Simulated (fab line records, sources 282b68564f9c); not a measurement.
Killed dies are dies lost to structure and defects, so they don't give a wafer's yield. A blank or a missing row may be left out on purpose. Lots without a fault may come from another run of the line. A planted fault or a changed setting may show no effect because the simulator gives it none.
fab line records | flow rit_cmos | part 1 of 2: steps 1 to 35 of 43
record lots=6 wafers=18 last_day=7
route steps=202 shown SDANNEAL@156 PSD@157 NSD@158 PLDD@159 NLDD@160 SILICIDE@161 CONTACT@168 M1@184
lots that met no fault: from a run of the same line without faults
start_h: hours from the record's first day to the start of the lot's first wafer shown | wait_h: hours since the lot's step before | " the same as in the row above | L1.1+2: a row that stands for several wafers | - no value, or no start given | * or withheld: withheld | < > ~ a bound
route shown NAME@n: a module of which the file shows steps, and the number in the route of the first | usual: mean/standard deviation of fault-free wafers | same: alike in all rows | chamber/n: place in a boat | sites: the reading at each site | _std_site: their standard deviation | _edge_site: outer sites' mean less inner sites' | radius_mm: how far each site lies from the wafer's centre | mask NAME#n: copy n | behind: the tool/chamber that last shaped the wafer | hold: why the lot was held/for how many hours/how that ended | device: the transistor (n, p or np) that didn't switch | end of line: the same wafers' tests at the end of the route | a step without rows: its recipe alone | killed: dies lost to structure and defects at the first sort, not the wafer's yield | map: a wafer's dies, x killed, . not, _ none there
set.NAME: the setting as run; set.NAME@STEP: as run at that earlier step | model.NAME: the simulator's own value behind a step, which no gauge read
lots at some steps of the route; a table a step, a row a wafer
services: from which hour (start_h, from the record's first day; less than 0 if before it) a tool's chamber was out of use, for how many hours, and why
## steps
# step RIT_SDANNEAL_RTA_03
# recipe temp_c=1050 time_s=5 idle_temp_c=600 ramp_up_c_per_s=342 ramp_down_c_per_s=171 cool_to_c=600 ambient=N2
# step RIT_SDANNEAL_RS_MEAS_04
# recipe thk_meas_gauge=four-point-probe
# usual PSD_RS=115.89/0.24
# columns lot.wafer tool chamber start_h wait_h PSD_RS[ohm/sq]
L866.1 film_metro-02 - 57.71 0.0 116.17
L866.2 " - " " 116.25
L866.6 " - " " 116.16
L867.3 film_metro-03 - 61.28 0.1 115.92
L867.4 " - " " 115.61
L867.5 " - " " 115.80
L873.1 film_metro-03 - 91.22 0.1 115.71
L873.4 " - " " 115.65
L873.6 " - " " 115.74
L876.1 film_metro-03 - 110.81 0.0 115.67
L876.3 " - " " 115.97
L876.4 " - " " 115.87
L886.2 film_metro-03 - 166.49 0.1 116.22
L886.3 " - " " 115.92
L886.6 " - " " 116.20
L888.2 film_metro-04 - 169.19 0.1 116.04
L888.5 " - " " 115.64
L888.6 " - " " 115.81
# step RIT_SDANNEAL_RS_MEAS_05
# recipe thk_meas_gauge=four-point-probe
# usual NSD_RS=84.6/0.31
# columns lot.wafer tool chamber start_h wait_h NSD_RS[ohm/sq]
L866.1 film_metro-02 - 57.83 0.1 84.3
L866.2 " - " " 84.5
L866.6 " - " " 84.7
L867.3 film_metro-03 - 61.40 0.1 84.5
L867.4 " - " " 84.5
L867.5 " - " " 84.3
L873.1 film_metro-03 - 91.34 0.1 84.4
L873.4 " - " " 84.5
L873.6 " - " " 84.9
L876.1 film_metro-03 - 110.93 0.1 84.5
L876.3 " - " " 84.5
L876.4 " - " " 84.2
L886.2 film_metro-03 - 166.61 0.1 84.1
L886.3 " - " " 84.3
L886.6 " - " " 84.3
L888.2 film_metro-04 - 169.31 0.1 84.8
L888.5 " - " " 84.7
L888.6 " - " " 84.7
# step RIT_SDANNEAL_RS_MEAS_06
# recipe thk_meas_gauge=four-point-probe
# usual PLDD_RS=180.0/0.53
# columns lot.wafer tool chamber start_h wait_h PLDD_RS[ohm/sq]
L866.1 film_metro-02 - 57.95 0.1 180.3
L866.2 " - " " 180.2
L866.6 " - " " 179.7
L867.3 film_metro-03 - 61.52 0.1 179.4
L867.4 " - " " 180.0
L867.5 " - " " 180.1
L873.1 film_metro-03 - 91.46 0.1 179.4
L873.4 " - " " 180.0
L873.6 " - " " 179.5
L876.1 film_metro-03 - 111.05 0.1 179.6
L876.3 " - " " 179.7
L876.4 " - " " 179.5
L886.2 film_metro-03 - 166.73 0.1 179.7
L886.3 " - " " 179.8
L886.6 " - " " 179.8
L888.2 film_metro-04 - 169.43 0.1 179.6
L888.5 " - " " 179.4
L888.6 " - " " 179.7
# step RIT_SDANNEAL_RS_MEAS_07
# recipe thk_meas_gauge=four-point-probe
# usual NLDD_RS=151.6/0.42
# columns lot.wafer tool chamber start_h wait_h NLDD_RS[ohm/sq]
L866.1 film_metro-02 - 58.07 0.1 151.4
L866.2 " - " " 152.0
L866.6 " - " " 151.8
L867.3 film_metro-03 - 61.64 0.1 150.6
L867.4 " - " " 151.1
L867.5 " - " " 151.1
L873.1 film_metro-03 - 91.58 0.1 150.8
L873.4 " - " " 151.7
L873.6 " - " " 151.5
L876.1 film_metro-03 - 111.17 0.1 151.7
L876.3 " - " " 153.1
L876.4 " - " " 152.2
L886.2 film_metro-03 - 166.85 0.1 151.8
L886.3 " - " " 151.2
L886.6 " - " " 151.6
L888.2 film_metro-04 - 169.55 0.1 150.9
L888.5 " - " " 151.0
L888.6 " - " " 151.3
# step RIT_SILICIDE_WET_ETCH_00
# recipe chemistry=BOE target=SiO2 target_depth_nm=14 time_s=15 dry=n2_spin dilution=10:1 temp_c=21.5
# step RIT_SILICIDE_SPUTTER_01
# recipe material=Ti target_thk_nm=30 power_w=361.5 chamber_pressure_pa=0.667 gas=Ar time_s=240 substrate_temp_c=25
# usual substrate_temp_c=25.00/0.11 throttle_valve_pct=29.6/1.4
# columns lot.wafer tool chamber start_h wait_h substrate_temp_c throttle_valve_pct
L866.1 pvd_sputter-04 - 58.20 0.0 25.00 27.5
L866.2 " - " " 24.95 29.8
L866.6 " - " " 24.88 31.7
L867.3 pvd_sputter-04 - 61.73 0.0 25.11 31.8
L867.4 " - " " 25.06 29.3
L867.5 " - " " 25.09 31.7
L873.1 pvd_sputter-01 - 91.71 0.0 25.08 30.3
L873.4 " - " " 25.13 28.3
L873.6 " - " " 24.81 30.8
L876.1 pvd_sputter-02 - 111.30 0.0 25.22 28.6
L876.3 " - " " 24.99 28.8
L876.4 " - " " 24.97 30.0
L886.2 pvd_sputter-01 - 166.96 0.0 25.03 30.4
L886.3 " - " " 25.02 30.4
L886.6 " - " " 25.10 30.6
L888.2 pvd_sputter-04 - 169.66 0.0 24.98 29.4
L888.5 " - " " 25.12 28.1
L888.6 " - " " 24.81 32.2
# step RIT_SILICIDE_RS_MEAS_02
# recipe thk_meas_gauge=four-point-probe reads=Ti_of_SILICIDE_SPUTTER_01
# usual SILICIDE_TI_RS=46.0/0.65
# columns lot.wafer tool chamber start_h wait_h SILICIDE_TI_RS[ohm/sq]
L866.1 film_metro-02 - 58.35 0.1 46.9
L866.2 " - " " 45.7
L866.6 " - " " 44.9
L867.3 film_metro-04 - 61.92 0.1 45.3
L867.4 " - " " 46.4
L867.5 " - " " 45.4
L873.1 film_metro-02 - 91.86 0.1 46.1
L873.4 " - " " 46.9
L873.6 " - " " 46.0
L876.1 film_metro-01 - 111.45 0.1 46.6
L876.3 " - " " 46.7
L876.4 " - " " 46.3
L886.2 film_metro-01 - 167.13 0.1 46.3
L886.3 " - " " 46.9
L886.6 " - " " 46.2
L888.2 film_metro-02 - 169.83 0.1 44.9
L888.5 " - " " 45.5
L888.6 " - " " 44.7
# step RIT_SILICIDE_THK_MEAS_03
# recipe thk_meas_gauge=xrf reads=Ti_of_SILICIDE_SPUTTER_01
# usual SILICIDE_TI_THK=30.7/0.36
# columns lot.wafer tool chamber start_h wait_h SILICIDE_TI_THK[nm]
L866.1 film_metro-02 - 58.47 0.1 30.4
L866.2 " - " " 30.9
L866.6 " - " " 31.5
L867.3 film_metro-04 - 62.02 0.1 31.0
L867.4 " - " " 30.4
L867.5 " - " " 30.8
L873.1 film_metro-02 - 91.98 0.1 30.9
L873.4 " - " " 30.5
L873.6 " - " " 31.0
L876.1 film_metro-01 - 111.57 0.1 30.4
L876.3 " - " " 30.1
L876.4 " - " " 30.5
L886.2 film_metro-01 - 167.24 0.1 30.6
L886.3 " - " " 30.3
L886.6 " - " " 30.6
L888.2 film_metro-02 - 169.94 0.1 31.4
L888.5 " - " " 31.3
L888.6 " - " " 31.8
# step RIT_SILICIDE_RTA_04
# recipe temp_c=650 time_s=10 idle_temp_c=25 ramp_up_s=5 ramp_down_s=5 cool_to_c=25 ambient=N2
# usual wafer_temp_C_max=653.6/1.1
# columns lot.wafer tool chamber start_h wait_h wafer_temp_C_max
L866.1 rtp_anneal-02 0 58.53 0.1 655.3
L866.2 " 0 " " 655.4
L866.6 " 0 " " 655.4
L867.3 rtp_anneal-01 0 62.08 0.1 652.3
L867.4 " 0 " " 652.4
L867.5 " 0 " " 652.3
L873.1 rtp_anneal-01 0 92.04 0.1 652.7
L873.4 " 0 " " 652.6
L873.6 " 0 " " 653.7
L876.1 rtp_anneal-02 0 111.63 0.1 655.8
L876.3 " 0 " " 654.9
L876.4 " 0 " " 653.8
L886.2 rtp_anneal-02 0 167.30 0.1 654.5
L886.3 " 0 " " 653.8
L886.6 " 0 " " 655.7
L888.2 rtp_anneal-02 0 170.00 0.1 653.6
L888.5 " 0 " " 654.2
L888.6 " 0 " " 654.9
# step RIT_SILICIDE_WET_ETCH_05
# recipe chemistry=SPM target=Ti temp_c=90 time_s=120 dry=n2_spin
# step RIT_SILICIDE_RTA_06
# recipe temp_c=750 time_s=10 idle_temp_c=25 ramp_up_s=5 ramp_down_s=10 cool_to_c=25 ambient=N2
# usual wafer_temp_C_max=754.2/1.4
# columns lot.wafer tool chamber start_h wait_h wafer_temp_C_max
L866.1 rtp_anneal-01 0 58.64 0.0 753.0
L866.2 " 0 " " 752.8
L866.6 " 0 " " 753.8
L867.3 rtp_anneal-02 0 62.20 0.0 755.1
L867.4 " 0 " " 755.0
L867.5 " 0 " " 755.3
L873.1 rtp_anneal-02 0 92.15 0.0 754.9
L873.4 " 0 " " 753.4
L873.6 " 0 " " 755.5
L876.1 rtp_anneal-01 0 111.74 0.0 752.4
L876.3 " 0 " " 752.8
L876.4 " 0 " " 753.8
L886.2 rtp_anneal-01 0 167.41 0.0 752.7
L886.3 " 0 " " 754.0
L886.6 " 0 " " 752.7
L888.2 rtp_anneal-01 0 170.11 0.0 752.6
L888.5 " 0 " " 752.2
L888.6 " 0 " " 752.7
# step RIT_CONTACT_CVD_00
# recipe material=SiO2 target_thk_nm=400 precursor=TEOS temp_c=390 time_s=61 rf_w=400
# usual heater_power_w=337/48 rf_fwd_power_W=396.9/1.5
# columns lot.wafer tool chamber start_h wait_h heater_power_w rf_fwd_power_W model.SiO2_of_CONTACT_CVD_00.thk_nm
L866.1 pecvd-01 0 58.71 0.1 346 397.7 392.6
L866.2 " 1 " " 301 399.7 390
L866.6 " 0 " " 372 397.2 402.6
L867.3 pecvd-03 1 62.24 0.0 348 394.9 396.3
L867.4 " 1 " " 250 397.9 400.6
L867.5 " 0 " " 315 395.4 398.3
L873.1 pecvd-03 2 92.28 0.1 355 396.8 391
L873.4 " 1 " " 334 350.6 387.5
L873.6 " 2 " " 381 398.4 389.5
L876.1 pecvd-03 0 111.81 0.1 314 398.1 398
L876.3 " 2 " " 385 397.3 394.8
L876.4 " 1 " " 338 348.8 398.6
L886.2 pecvd-02 1 167.46 0.0 287 396.1 394
L886.3 " 0 " " 311 396.6 398.5
L886.6 " 0 " " 335 400.6 406.2
L888.2 pecvd-01 0 170.17 0.0 433 397.0 394.9
L888.5 " 2 " " 426 395.4 401.3
L888.6 " 0 " " 440 397.7 404.1
# step RIT_CONTACT_THK_MEAS_01
# recipe reads=SiO2_of_CONTACT_CVD_00
# usual CONTACT_TEOS_THK=401/5.7
# columns lot.wafer tool chamber start_h wait_h CONTACT_TEOS_THK[nm]
L866.1 film_metro-04 - 58.76 0.0 393
L866.2 " - " " 390
L866.6 " - " " 402
L867.3 film_metro-04 - 62.31 0.0 396
L867.4 " - " " 400
L867.5 " - " " 398
L873.1 film_metro-03 - 92.33 0.0 391
L873.4 " - " " 388
L873.6 " - " " 390
L876.1 film_metro-03 - 111.86 0.0 398
L876.3 " - " " 395
L876.4 " - " " 399
L886.2 film_metro-01 - 167.52 0.0 394
L886.3 " - " " 398
L886.6 " - " " 406
L888.2 film_metro-04 - 170.23 0.0 395
L888.5 " - " " 401
L888.6 " - " " 405
# step RIT_CONTACT_HMDS_02
# recipe prime_time_s=60 prime_temp_c=140
# step RIT_CONTACT_COAT_03
# recipe resist=NOVOLAK spin_rpm=3250 resist_thk_nm=1000
# step RIT_CONTACT_SOFTBAKE_04
# recipe resist=NOVOLAK temp_c=90 time_s=60
# step RIT_CONTACT_EXPOSE_05
# recipe mask_id=M11 na=0.6 source_shape=conventional sigma_outer=0.5 target_cd_nm=1000 dose_mj=252.6
# step RIT_CONTACT_PEB_06
# recipe resist=NOVOLAK temp_c=withheld time_s=withheld
# step RIT_CONTACT_DEVELOP_07
# recipe resist=NOVOLAK develop_time_s=120 dev_temp_c=23
# step RIT_CONTACT_CD_MEAS_08
# recipe target_cd_nm=1000
# usual cd_nm=1000.1/2
# columns lot.wafer tool chamber start_h wait_h cd_nm
L866.1 cd_sem-02 - 59.96 - 1001.9
L866.2 " - " " 1001.7
L866.6 " - " " 1002.5
L867.3 cd_sem-02 - 63.84 - 998.9
L867.4 " - " " 1000.7
L867.5 " - " " 1000.9
L873.1 cd_sem-02 - 93.36 - 1004.1
L873.4 " - " " 1003.1
L873.6 " - " " 1003.3
L876.1 cd_sem-01 - 113.16 - 999.1
L876.3 " - " " 1001.3
L876.4 " - " " 1000.8
L886.2 cd_sem-02 - 168.93 - 1000.6
L886.3 " - " " 1001.8
L886.6 " - " " 1002.2
L888.2 cd_sem-01 - 171.36 - 998.3
L888.5 " - " " 998.9
L888.6 " - " " 996.7
# step RIT_CONTACT_OVL_MEAS_09
# usual CONTACT_OVL=0.0/1.3
# columns lot.wafer tool chamber start_h wait_h CONTACT_OVL[nm]
L866.1 overlay-01 - 60.08 0.1 -0.8
L866.2 " - " " 0.4
L866.6 " - " " 0.0
L867.3 overlay-02 - 63.94 0.1 -0.1
L867.4 " - " " -1.4
L867.5 " - " " -2.2
L873.1 overlay-01 - 93.48 0.1 -0.3
L873.4 " - " " 0.7
L873.6 " - " " 1.5
L876.1 overlay-02 - 113.28 0.1 1.1
L876.3 " - " " -2.1
L876.4 " - " " 0.1
L886.2 overlay-01 - 169.04 0.1 -0.1
L886.3 " - " " -0.5
L886.6 " - " " -2.1
L888.2 overlay-01 - 171.47 0.1 -1.8
L888.5 " - " " 0.9
L888.6 " - " " -0.4
# step RIT_CONTACT_HARDBAKE_10
# recipe resist=NOVOLAK temp_c=140 time_s=60
# step RIT_CONTACT_ETCH_11
# recipe target_depth_a=4800 over_etch_frac=0.2 stop_on=TiSi2 chemistry=CHF3/CF4/Ar target=SiO2 CHF3_flow_sccm=50 cf4_flow_sccm=10 Ar_flow_sccm=100 O2_flow_sccm=5 pressure_mtorr=100 rf_w=200 time_s=320
# usual CHF3_flow_sccm=49.98/0.14 drypump_motor_current_A=5.6/0.41 oes_product_au=0.993/0.0096 throttle_valve_pct=8.89/0.1
# columns lot.wafer tool chamber start_h wait_h CHF3_flow_sccm drypump_motor_current_A oes_product_au rf_hours_counter_h throttle_valve_pct model.etch.depth_nm model.CONTACT.feature_depth_nm
L866.1 rie_diel-01 3 60.26 0.1 49.90 5.9 0.996 127 8.86 392.6 392.6
L866.2 " 2 " " 49.88 6.0 0.991 161 8.95 390 390
L866.6 " 0 " " 50.00 5.4 0.993 - 8.85 402.6 402.6
L867.3 rie_diel-04 0 64.11 0.1 50.06 5.3 0.990 148 8.82 396.3 396.3
L867.4 " 3 " " 49.92 5.7 0.982 97 9.03 400.6 400.6
L867.5 " 2 " " 49.92 4.8 0.993 - 8.89 398.3 398.3
L873.1 rie_diel-01 1 93.66 0.1 49.96 5.9 0.994 56 8.82 391 391
L873.4 " 3 " " 50.05 5.9 0.987 - 8.85 387.5 387.5
L873.6 " 0 " " 49.75 5.4 0.995 - 8.84 389.5 389.5
L876.1 rie_diel-04 0 113.46 0.1 50.00 5.3 0.984 149 8.80 398 398
L876.3 " 3 " " 49.89 5.7 0.981 98 9.03 394.8 394.8
L876.4 " 1 " " 49.79 5.8 1.006 100 9.08 398.6 398.6
L886.2 rie_diel-02 1 169.45 0.1 50.12 5.3 1.005 89 8.96 394 394
L886.3 " 2 " " 50.27 5.2 0.979 11 8.79 398.5 398.5
L886.6 " 0 " " 50.05 6.1 1.015 - 8.73 406.2 406.2
L888.2 rie_diel-04 1 171.65 0.1 50.18 5.8 1.004 101 9.07 394.9 394.9
L888.5 " 0 " " 50.03 5.3 1.007 - 8.79 401.3 401.3
L888.6 " 3 " " 50.02 5.7 0.992 - 9.01 404.1 404.1
# step RIT_CONTACT_STRIP_12
# recipe chemistry=O2 time_s=180 resist=NOVOLAK platen_temp_c=withheld power_w=500 pressure_mtorr=4000 o2_flow_sccm=4000
# usual drypump_motor_current_A=5.7/0.65
# columns lot.wafer tool chamber start_h wait_h drypump_motor_current_A rf_hours_counter_h
L866.1 plasma_asher-01 1 60.46 0.1 6.4 42
L866.2 " 0 " " 4.9 42
L866.6 " 1 " " 6.4 -
L867.3 plasma_asher-04 1 64.36 0.2 5.9 -
L867.4 " 0 " " 6.3 -
L867.5 " 0 " " 6.3 -
L873.1 plasma_asher-04 1 93.86 0.1 5.9 31
L873.4 " 1 " " 5.9 -
L873.6 " 0 " " 6.3 -
L876.1 plasma_asher-04 0 113.66 0.1 6.4 34
L876.3 " 1 " " 5.9 -
L876.4 " 0 " " 6.3 -
L886.2 plasma_asher-04 0 169.64 0.1 6.3 39
L886.3 " 1 " " 5.9 -
L886.6 " 1 " " 5.9 -
L888.2 plasma_asher-02 1 171.85 0.1 4.7 5
L888.5 " 1 " " 4.7 -
L888.6 " 0 " " 5.1 -
# step RIT_CONTACT_CD_MEAS_90
# recipe target_cd_nm=1000
# usual cd_nm=1000.2/2
# columns lot.wafer tool chamber start_h wait_h cd_nm
L866.1 cd_sem-01 - 60.63 0.1 1002.4
L866.2 " - " " 1001.3
L866.6 " - " " 1002.7
L867.3 cd_sem-01 - 64.52 0.1 998.2
L867.4 " - " " 1001.0
L867.5 " - " " 1001.1
L873.1 cd_sem-02 - 94.03 0.1 1003.9
L873.4 " - " " 1002.6
L873.6 " - " " 1002.9
L876.1 cd_sem-02 - 113.83 0.1 999.3
L876.3 " - " " 1001.1
L876.4 " - " " 1000.8
L886.2 cd_sem-02 - 169.84 0.1 1001.7
L886.3 " - " " 1001.8
L886.6 " - " " 1002.8
L888.2 cd_sem-02 - 172.04 0.1 998.6
L888.5 " - " " 999.6
L888.6 " - " " 997.0
# step RIT_CONTACT_CLEAN_13
# recipe chemistry=SC1 mix=3:3:50 time_s=600 temp_c=75
# step RIT_CONTACT_CLEAN_14
# recipe chemistry=SC2 mix=3:3:50 time_s=600 temp_c=75 dry=n2_spin
# step RIT_M1_SPUTTER_00
# recipe material=Al target_thk_nm=400 power_w=1940 chamber_pressure_pa=0.4 gas=Ar time_s=500 substrate_temp_c=25
# usual substrate_temp_c=24.99/0.11 throttle_valve_pct=30.2/1.3
# columns lot.wafer tool chamber start_h wait_h substrate_temp_c throttle_valve_pct
L866.1 pvd_sputter-01 - 61.13 0.0 24.83 30.4
L866.2 " - " " 25.03 30.4
L866.6 " - " " 24.85 30.4
L867.3 pvd_sputter-03 - 64.98 0.0 24.98 30.1
L867.4 " - " " 25.05 31.6
L867.5 " - " " 24.97 31.6
L873.1 pvd_sputter-03 - 94.52 0.0 24.94 31.7
L873.4 " - " " 24.99 29.4
L873.6 " - " " 24.83 29.2
L876.1 pvd_sputter-03 - 114.35 0.0 24.95 31.7
L876.3 " - " " 24.93 30.3
L876.4 " - " " 24.75 29.5
L886.2 pvd_sputter-03 - 170.32 0.0 25.00 30.3
L886.3 " - " " 24.90 29.6
L886.6 " - " " 24.94 30.4
L888.2 pvd_sputter-04 - 172.59 0.0 25.05 29.6
L888.5 " - " " 25.01 27.9
L888.6 " - " " 25.02 31.9
# step RIT_M1_RS_MEAS_01
# recipe thk_meas_gauge=four-point-probe reads=Al_of_M1_SPUTTER_00
# usual M1_AL_RS=0.0753/0.00067
# columns lot.wafer tool chamber start_h wait_h M1_AL_RS[ohm/sq]
L866.1 film_metro-02 - 61.43 0.1 0.0752
L866.2 " - " " 0.0759
L866.6 " - " " 0.0749
L867.3 film_metro-02 - 65.32 0.2 0.0760
L867.4 " - " " 0.0762
L867.5 " - " " 0.0764
L873.1 film_metro-04 - 94.81 0.1 0.0750
L873.4 " - " " 0.0759
L873.6 " - " " 0.0755
L876.1 film_metro-04 - 114.65 0.1 0.0755
L876.3 " - " " 0.0755
L876.4 " - " " 0.0749
L886.2 film_metro-03 - 170.63 0.2 0.0761
L886.3 " - " " 0.0758
L886.6 " - " " 0.0751
L888.2 film_metro-03 - 172.91 0.2 0.0754
L888.5 " - " " 0.0762
L888.6 " - " " 0.0739
# step RIT_M1_THK_MEAS_02
# recipe thk_meas_gauge=xrf reads=Al_of_M1_SPUTTER_00
# usual M1_AL_THK=385/4.8
# columns lot.wafer tool chamber start_h wait_h M1_AL_THK[nm]
L866.1 film_metro-02 - 61.55 0.1 390
L866.2 " - " " 385
L866.6 " - " " 390
L867.3 film_metro-02 - 65.42 0.1 383
L867.4 " - " " 381
L867.5 " - " " 380
L873.1 film_metro-04 - 94.93 0.1 384
L873.4 " - " " 378
L873.6 " - " " 380
L876.1 film_metro-04 - 114.77 0.1 379
L876.3 " - " " 379
L876.4 " - " " 382
L886.2 film_metro-03 - 170.74 0.1 385
L886.3 " - " " 385
L886.6 " - " " 392
L888.2 film_metro-03 - 173.02 0.1 389
L888.5 " - " " 386
L888.6 " - " " 395
# step RIT_M1_HMDS_03
# recipe prime_time_s=60 prime_temp_c=140
# step RIT_M1_COAT_04
# recipe resist=NOVOLAK spin_rpm=2000 resist_thk_nm=1300
# step RIT_M1_SOFTBAKE_05
# recipe resist=NOVOLAK temp_c=90 time_s=60
# step RIT_M1_EXPOSE_06
# recipe mask_id=M12 na=0.6 source_shape=conventional sigma_outer=0.5 target_cd_nm=2600 dose_mj=250
## key
first_sign step=RIT_CONTACT_CVD_00 reading=rf_fwd_power_W direction=down sigmas=32 usual=396.9 struck=349.7
effect none on later readings
model_effect step=RIT_CONTACT_CVD_00 value=SiO2_of_CONTACT_CVD_00.thk_nm without=408.2 struck=393
model_effect step=RIT_CONTACT_ETCH_11 value=etch.depth_nm without=408.2 struck=393
model_effect step=RIT_M1_METAL_ETCH_12 value=SiO2_of_CONTACT_CVD_00.thk_nm without=372 struck=356.9
met_at RIT_CONTACT_CVD_00
struck_wafers L873.4,L876.4
tester_left_out L873,L876
onset_between 62.24 92.28
fault kind=process_parameter_drift tool=pecvd-03 chamber=1 onset_h=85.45 steps=RIT_CONTACT_CVD_00 channel=rf_w offset=-48 shape=step end_h=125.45 stated=400
# tester_left_out: of these lots the tester's yield and bins aren't shown, on N5 and GAA mostly nor the transistor test; their killed dies are dies lost to structure and defects alone, not to doping, threshold or leakage, so they don't give the yield
